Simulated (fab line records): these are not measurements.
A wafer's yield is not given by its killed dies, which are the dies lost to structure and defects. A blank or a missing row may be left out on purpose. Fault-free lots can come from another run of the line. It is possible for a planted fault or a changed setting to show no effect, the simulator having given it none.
Which tool is to blame? || flow berkeleyCmos170 || Sampling: 7 lots, 21 wafers, 2 of 331 route steps

== WHAT EACH GAUGE READ, for each wafer ==
UCB170_GATE_OVL_MEAS_13.
{"lot": "L290", "measured": "day 7 11:47", "on": "overlay-02", "GATE_OVL (nm)": "1 5 -3"}
{"lot": "L293", "measured": "day 8 18:16", "on": "overlay-02", "GATE_OVL (nm)": "-1 -5 5"}
{"lot": "L296", "measured": "day 8 18:27", "on": "overlay-02", "GATE_OVL (nm)": "4 12 12"}
{"lot": "L300", "measured": "day 10 09:30", "on": "overlay-01", "GATE_OVL (nm)": "313 307 314 310 305 309"}
{"lot": "L301", "measured": "day 10 17:08", "on": "overlay-02", "GATE_OVL (nm)": "319 320 324 314 318 319"}
{"lot": "L305", "measured": "day 11 12:40", "on": "overlay-02", "GATE_OVL (nm)": "1 11 4"}
{"lot": "L306", "measured": "day 11 12:11", "on": "overlay-02", "GATE_OVL (nm)": "-4 2 3"}

== EACH LOT AND THE TOOL THAT RAN IT (in order: tool; ch and the chambers of the sampled wafers; start) ==
{"lot": "L290", "UCB170_GATE_EXPOSE_09": "krfScanner-02 ch 0, day 7 11:18"}
{"lot": "L293", "UCB170_GATE_EXPOSE_09": "krfScanner-02 ch 0, day 8 17:31"}
{"lot": "L296", "UCB170_GATE_EXPOSE_09": "krfScanner-02 ch 0, day 8 17:38"}
{"lot": "L300", "UCB170_GATE_EXPOSE_09": "krfScanner-01 ch 0, day 10 08:59"}
{"lot": "L301", "UCB170_GATE_EXPOSE_09": "krfScanner-01 ch 0, day 10 16:40"}
{"lot": "L305", "UCB170_GATE_EXPOSE_09": "krfScanner-02 ch 0, day 11 12:10"}
{"lot": "L306", "UCB170_GATE_EXPOSE_09": "krfScanner-02 ch 0, day 11 11:41"}
- UCB170_GATE_EXPOSE_09: exposes mask POLY, target cd 350 nm.

== THE ANSWER, worked out from the rows above alone ==
Rule: the usual values come from the lots themselves. The widest of any qualifying gaps counts: lots, ordered by their means at a reading, are off when they make up no more than a third of the lots, leave a main group of 4 or more, and stand apart from it by 3 or more times the standard deviation of that group's means. A main group whose means are all the same, to the digits that the tables above print for the reading, isn't used. A lot without any number at a reading at which 4 lots or more have one is off too. Where the step has rows for the other lots, those lots are counted as sound.
Off: L300, L301, at UCB170_GATE_OVL_MEAS_13 (GATE_OVL). Main group: mean 3 nm, sd 3.7.
If a tool, at a process step before that reading, ran all the lots that are off and no sound lot after the first of them, it fits. Gauges at UCB170_GATE_OVL_MEAS_13: tried the same way as those tools. One fits: krfScanner-01 at UCB170_GATE_EXPOSE_09. It ran no sound lot before its first lot that is off in this sample, so the start can't be narrowed down.

== WHAT THE SIMULATOR HAD INSERTED ==
Scanner matching overlay: krfScanner-01, from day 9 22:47 on, at UCB170_GATE_EXPOSE_09. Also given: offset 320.
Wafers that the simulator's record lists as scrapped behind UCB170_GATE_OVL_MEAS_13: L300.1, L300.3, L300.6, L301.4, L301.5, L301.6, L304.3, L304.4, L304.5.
Struck lots among those shown: L300, L301. The same result came from the rule above.
